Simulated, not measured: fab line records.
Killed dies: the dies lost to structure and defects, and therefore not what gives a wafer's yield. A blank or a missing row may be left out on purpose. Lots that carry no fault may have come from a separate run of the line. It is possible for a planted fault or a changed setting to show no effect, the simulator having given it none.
Tool commonality check | flow berkeleyCmos170 | Lots sampled 11, wafers sampled 33

## WHAT PROMPTED THE OPENING
UCB170_PVT_TW_MEAS_09, reading PVT_TW: flagged on 2 of 11 lots. Wafers without a fault read 502.4, standard deviation 2.5.
Rule: a lot is flagged in two cases, either no wafer of it has a number, or all its wafers with numbers fall more than 4 standard deviations from that mean. The other lots count as sound.

lot  | measured     | on           | PVT_TW, wafer by wafer | flag
L538 | day 6 06:58  | filmMetro-04 | 499.5 497.8 498.6      | 
L539 | day 6 08:01  | filmMetro-03 | 503.7 505.4 504.1      | 
L540 | day 6 21:57  | filmMetro-01 | 504.7 507.0 505.1      | 
L547 | day 7 21:46  | filmMetro-01 | 442.2 444.1 442.1      | FLAGGED
L548 | day 9 01:59  | filmMetro-04 | 444.7 446.0 445.8      | FLAGGED
L553 | day 9 15:01  | filmMetro-03 | 501.5 505.1 502.8      | 
L554 | day 10 07:56 | filmMetro-03 | 502.3 502.4 503.6      | 
L555 | day 10 18:04 | filmMetro-04 | 503.3 501.2 500.6      | 
L556 | day 10 22:29 | filmMetro-04 | 501.3 501.8 503.2      | 
L561 | day 11 14:44 | filmMetro-03 | 506.8 505.5 505.4      | 
L560 | day 11 14:58 | filmMetro-04 | 503.3 503.1 503.0      | 
The mean of the flagged lots' numbers is 444.1, -58.2 from the usual (-23 standard deviations).

## TOOL THAT RAN EACH LOT
2 process steps preceding the reading are held in the record, out of 331 steps in the route. Cell contents, in order: the tool; ch with the chambers the sampled wafers went through; the start.
lot  | flag    | UCB170_NWELL_ETCH_13             | UCB170_PVT_IMPLANT_07
L538 |         | rieDiel-04 ch 0,3, day 2 12:02   | implanter-01 ch 0, day 6 06:45
L539 |         | rieDiel-02 ch 0,2,3, day 2 12:17 | implanter-02 ch 0, day 6 07:46
L540 |         | rieDiel-04 ch 2,3, day 2 21:27   | implanter-02 ch 0, day 6 21:42
L547 | FLAGGED | rieDiel-03 ch 0,2,3, day 4 10:26 | implanter-01 ch 0, day 7 21:32
L548 | FLAGGED | rieDiel-04 ch 0,1, day 4 17:52   | implanter-01 ch 0, day 9 01:44
L553 |         | rieDiel-03 ch 1,2,3, day 5 14:20 | implanter-02 ch 0, day 9 14:46
L554 |         | rieDiel-04 ch 2,3, day 6 00:57   | implanter-02 ch 0, day 10 07:43
L555 |         | rieDiel-03 ch 1,2,3, day 6 00:42 | implanter-02 ch 0, day 10 17:49
L556 |         | rieDiel-03 ch 1,2,3, day 6 09:03 | implanter-02 ch 0, day 10 22:14
L561 |         | rieDiel-02 ch 1,2,3, day 7 03:52 | implanter-02 ch 0, day 11 14:29
L560 |         | rieDiel-04 ch 0,1,2, day 7 03:32 | implanter-01 ch 0, day 11 14:43
These steps, and what they do:
- UCB170_NWELL_ETCH_13: etches Si3N4 in CH3F/Ar/O2, stops on SiO2, target depth 246.4 nm, time 154 s.
- UCB170_PVT_IMPLANT_07
- UCB170_PVT_TW_MEAS_09

## FLAGGED OVER TOTAL, TOOL BY TOOL (the gauges that took the reading come last)
step                  | tool         | lots run | flagged | share of the flagged lots | sound lots run after its first flagged lot
UCB170_NWELL_ETCH_13  | rieDiel-02   | 2        | 0       | none                      | -
UCB170_NWELL_ETCH_13  | rieDiel-03   | 4        | 1       | some                      | 3 (L553,L555,L556)
UCB170_NWELL_ETCH_13  | rieDiel-04   | 5        | 1       | some                      | 2 (L554,L560)
UCB170_PVT_IMPLANT_07 | implanter-01 | 4        | 2       | all                       | 1 (L560)
UCB170_PVT_IMPLANT_07 | implanter-02 | 7        | 0       | none                      | -
UCB170_PVT_TW_MEAS_09 | filmMetro-01 | 2        | 1       | some                      | 0
UCB170_PVT_TW_MEAS_09 | filmMetro-03 | 4        | 0       | none                      | -
UCB170_PVT_TW_MEAS_09 | filmMetro-04 | 5        | 1       | some                      | 3 (L555,L556,L560)

## WHAT THE TABLE ALLOWS
1 row of the table ran every flagged lot: implanter-01 at UCB170_PVT_IMPLANT_07.
- implanter-01 at UCB170_PVT_IMPLANT_07 ran 4 lots, 2 of them flagged. After the first flagged lot (L560), sound lots still ran on it; a lasting fault on the whole tool would not permit that. Its own readings lie more than 4 standard deviations out on every wafer of the flagged lots: doseIonsCm2, faradayCurrentUA.
None of the table's rows ran every flagged lot and, after the first, no sound lot.

## WHAT WAS PUT IN BY THE SIMULATOR
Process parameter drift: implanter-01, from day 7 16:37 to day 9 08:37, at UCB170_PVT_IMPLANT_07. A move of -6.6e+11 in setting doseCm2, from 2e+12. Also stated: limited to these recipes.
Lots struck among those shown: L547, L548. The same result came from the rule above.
